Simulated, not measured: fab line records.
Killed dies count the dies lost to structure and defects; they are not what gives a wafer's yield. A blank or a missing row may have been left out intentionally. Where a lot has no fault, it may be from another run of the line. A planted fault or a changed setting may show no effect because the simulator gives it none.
A lot that was struck, set against a sound lot | flow rit-cmos | 18 out of 202 route steps
Sound: wafers L344.1, L344.5, L344.6. The struck wafers were L353.1, L353.2, L353.3. Last of all comes the cause.
Order at every step that has rows: each side's tool, ch and its chambers, its first start. Under that, the readings that differ: sound wafers | struck wafers | difference of the means | sigmas: that difference in standard deviations of wafers without a fault.
alike: readings whose means differ by less than 2 such deviations, and words and numbers that are the same on both sides. not compared: withheld readings, readings that some wafer has no value for, bounds like >300 that may hide the same value, and numbers for which the record gives no deviation and whose values overlap.
Wherever a step has rows on one side only, a row that says differs or no value, or a row with sigmas, the two part there. Numbers that have no deviation but don't overlap get no sigmas and don't part them. A reading missing from all wafers of one side parts the sides only when that side holds two or more wafers.

first, 1 step without rows for these wafers: RIT_GATE_HARDBAKE_18 (time 60 s).
RIT_GATE_ETCH_19: etches poly-Si in SF6/CHF3/O2, stops on SiO2, time 165 s, target depth 312.5 nm.
  sound on rie-si-01 ch 1,2, day 3 15:20; struck on rie-si-02 ch 0,1,3, day 5 05:40
  alike: SF6_flow_sccm, chamber-pressure-mTorr, drypump-motor-current-A, oes-product-au, throttle-valve-pct
  not compared: rf-hours-counter-h
RIT_GATE_STRIP_20: strips in O2, time 180 s.
  sound on plasma-asher-01 ch 0,1, day 3 15:27; struck on plasma-asher-01 ch 0,1, day 5 05:47
  alike: chamber-pressure-mTorr, drypump-motor-current-A
  not compared: rf-hours-counter-h
RIT_GATE_CD_MEAS_90: the cd target is 150 nm.
  struck on cd-sem-01, day 5 05:57; sound on cd-sem-02, day 3 15:38
  alike: cd-nm
then, 4 steps without rows for these wafers: RIT_REOX_CLEAN_00 (cleans in SC1, time 600 s); RIT_REOX_CLEAN_01 (cleans in dHF, time 30 s); RIT_REOX_CLEAN_02 (cleans in SC2, time 600 s); RIT_REOX_OXIDATION_03 (target thk 25.2 nm, ox time 5580 s).
RIT_REOX_THK_MEAS_04:
  struck on film-metro-04, day 5 09:15; sound on film-metro-04, day 3 21:46
  reading             | sound          | struck         | difference | sigmas
  REOX_OXIDE_THK (nm) | 26.1 26.2 26.5 | 24.3 24.8 24.2 | -1.8       | -3
then, 3 steps without rows for these wafers: RIT_NLDD_HMDS_00 (prime time 60 s); RIT_NLDD_COAT_01 (resist thk 1000 nm); RIT_NLDD_SOFTBAKE_02 (time 60 s).
RIT_NLDD_EXPOSE_03: exposes mask M7, target cd 40700 nm.
  sound on iline-stepper-01 ch 0, day 3 22:22; struck on iline-stepper-02 ch 0, day 5 09:46
  reading                      | sound                      | struck                        | difference | sigmas
  model.NLDD.overlay-x-nm (nm) | -0.06638 -0.06638 -0.06638 | 1.342e+04 1.342e+04 1.342e+04 | +1.342e+04 |
  alike: mask, reticle-temp-C
then, 2 steps without rows for these wafers: RIT_NLDD_PEB_04; RIT_NLDD_DEVELOP_05 (develop time 50 s).
RIT_NLDD_OVL_MEAS_06:
  struck on overlay-02, day 5 10:10; sound on overlay-01, day 3 22:46
  reading       | sound        | struck | difference                    | sigmas
  NLDD_OVL (nm) | 1.1 1.6 -0.4 | - - -  | no value on the struck wafers |
then, 1 step without rows for these wafers: RIT_NLDD_HARDBAKE_07 (time 60 s).
RIT_M1_PROBE_99:
  struck on prober-02, day 6 01:34; sound on prober-01, day 4 14:37
  reading                              | sound                | struck              | difference | sigmas
  killed-at-front-end                  | 5 10 4               | 264 264 264         | +258       | +86
  killed-dies                          | 5 10 4               | 264 264 264         | +258       | +86
  killed-on-rim                        | 0 1 2                | 70 70 70            | +69        | +49
  model.etest.nldd.width-nm (nm)       | 3165 3165 3131       | 2209 2189 2206      | -952       |
  model.etest.nldd.line-ohm-um         | 131.8 132 136.6      | 169.8 175 171.7     | +38.7      |
  model.etest.nmos_0p15.off-log10-a-um | -10.09 -10.16 -10.04 | -13.41 -13.6 -13.48 | -3.40      |
  model.etest.pmos_0p15.bv-v (V)       | 5.767 5.754 5.742    | 1.075 5.581 3.17    | -2.479     |
  model.etest.pmos_0p3.bv-v (V)        | 5.767 5.754 5.742    | 1.132 5.582 3.31    | -2.413     |
  alike: killed-at-contacts, killed-open, killed-short
  not compared: model.etest.pmos_0p15.junction-log10-a-um, model.etest.pmos-narrow.off-log10-a-um, model.etest.pmos_0p3.off-log10-a-um

WHERE THEY PART
Last at RIT_M1_PROBE_99 as far as this record goes, first at RIT_REOX_THK_MEAS_04.

WHY: whatever the simulator had introduced
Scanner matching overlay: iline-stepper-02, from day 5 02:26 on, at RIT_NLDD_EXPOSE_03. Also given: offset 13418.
